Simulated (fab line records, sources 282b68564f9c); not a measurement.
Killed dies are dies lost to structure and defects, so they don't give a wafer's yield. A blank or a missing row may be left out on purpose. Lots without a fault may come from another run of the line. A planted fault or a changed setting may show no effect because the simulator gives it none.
A struck lot beside a sound one | flow rit_cmos | 15 steps out of a route of 202
Sound: wafers L687.1, L687.3, L687.6. Struck: wafers L703.1, L703.3, L703.6. The cause comes at the end.
At each step with rows: each side's tool, then ch and its chambers, then its first start. Under that, the readings that differ: sound wafers | struck wafers | difference of the means | sigmas: that difference in standard deviations of wafers without a fault.
alike: readings whose means differ by less than 2 such deviations, and words and numbers that are the same on both sides. not compared: withheld readings, readings that some wafer has no value for, bounds like >300 that may hide the same value, and numbers for which the record gives no deviation and whose values overlap.
The two part at a step that has a row with sigmas, a row that says differs or no value, or rows on one side only. Numbers that don't overlap but have no deviation are shown without sigmas and don't part them. A reading that every wafer of one side lacks parts them only if that side has two wafers or more.

first, 5 steps without rows for these wafers: RIT_M1_COAT_04 (resist thk 1300 nm); RIT_M1_SOFTBAKE_05 (time 60 s); RIT_M1_EXPOSE_06 (exposes mask M12, target cd 2600 nm); RIT_M1_PEB_07; RIT_M1_DEVELOP_08 (develop time 68 s).
RIT_M1_CD_MEAS_09: target cd 2600 nm.
  sound on cd_sem-02, day 3 21:58; struck on cd_sem-02, day 7 07:52
  alike: cd_nm
RIT_M1_OVL_MEAS_10:
  sound on overlay-01, day 3 22:07; struck on overlay-02, day 7 07:59
  alike: M1_OVL
then, 1 step without rows for these wafers: RIT_M1_HARDBAKE_11 (time 120 s).
RIT_M1_METAL_ETCH_12: etches Al in Cl2/BCl3, stops on SiO2, time 165 s, target depth 600 nm.
  sound on rie_metal-03 ch 0,1, day 3 22:23; struck on rie_metal-03 ch 0, day 7 08:16
  alike: drypump_motor_current_A, oes_product_au, throttle_valve_pct
  not compared: rf_hours_counter_h
then, 1 step without rows for these wafers: RIT_M1_STRIP_13 (strips in nmp, time 600 s).
RIT_M1_STRIP_14: strips in O2, time 180 s.
  sound on plasma_asher-03 ch 0,1, day 3 22:44; struck on plasma_asher-01 ch 0,1, day 7 08:37
  alike: drypump_motor_current_A
  not compared: rf_hours_counter_h
RIT_M1_CD_MEAS_90: target cd 2600 nm.
  sound on cd_sem-01, day 3 22:54; struck on cd_sem-02, day 7 08:48
  alike: cd_nm
RIT_M1_ANNEAL_15: time 1800 s.
  sound on furnace-02 ch 0, day 3 23:01; struck on furnace-02 ch 0, day 7 08:55
  reading                   | sound                | struck               | difference | sigmas
  spike_tc_centre_C (C)     | 453.2 452.1 453.0    | 422.5 420.6 422.2    | -31.0      | -31
  spike_tc_load_C (C)       | 467.9 468.2 469.0    | 438.3 435.4 434.2    | -32.4      | -32
  spike_tc_source_C (C)     | 466.9 465.8 466.2    | 436.7 435.5 436.9    | -29.9      | -31
  tube_center_temp_C (C)    | 450.07 450.06 450.01 | 420 419.98 419.97    | -30        | -99 or more
  tube_center_temp_C_max    | 451.38 451.09 451.22 | 421.13 421.32 421.01 | -30.08     | -99 or more
  zone_power_centre_pct (%) | 21.36 20.74 20.84    | 19.47 19.19 19.40    | -1.63      | -9
  zone_power_load_pct (%)   | 6.18 6.26 6.24       | 5.55 5.35 5.53       | -0.75      | -13
  zone_power_source_pct (%) | 6.16 6.11 6.18       | 5.44 5.51 5.46       | -0.68      | -11
RIT_M1_BOW_MEAS_16:
  sound on film_metro-04, day 4 00:31; struck on film_metro-02, day 7 10:25
  alike: M1_BOW
RIT_M1_PROBE_99:
  sound on prober-02, day 4 00:38; struck on prober-01, day 7 10:32
  reading                                   | sound               | struck               | difference | sigmas
  killed_at_contacts                        | 0 0 0               | 1 0 1                | +1         | +2
  model.etest.nmos_0p15.junction_log10_a_um | -13.52 -13.5 -13.48 | -13.72 -13.84 -13.59 | -0.22      |
  model.etest.contact_ppoly.rc_ohm          | 1.409 1.401 1.45    | 1.593 1.548 1.511    | +0.131     |
  model.etest.contact_pplus.rc_ohm          | 1.432 1.364 1.361   | 1.578 1.503 1.556    | +0.160     |
  model.etest.contact_nplus.rc_ohm          | 1.41 1.405 1.369    | 1.479 1.485 1.502    | +0.094     |
  model.etest.contact_npoly.rc_ohm          | 1.402 1.428 1.364   | 1.551 1.493 1.497    | +0.116     |
  alike: defect_limited_yield, killed_at_front_end, killed_dies, killed_open, killed_short, sort_bin_3_pad_short, sort_bin_5_function, sort_bin_6_memory, sort_n_pass, sort_yield_pct

WHERE THEY PART
First at RIT_M1_ANNEAL_15; last, within this record, at RIT_M1_PROBE_99.

WHY: what the simulator had put in
Process parameter drift: furnace-02, from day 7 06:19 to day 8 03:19, at RIT_M1_ANNEAL_15. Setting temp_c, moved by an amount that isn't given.
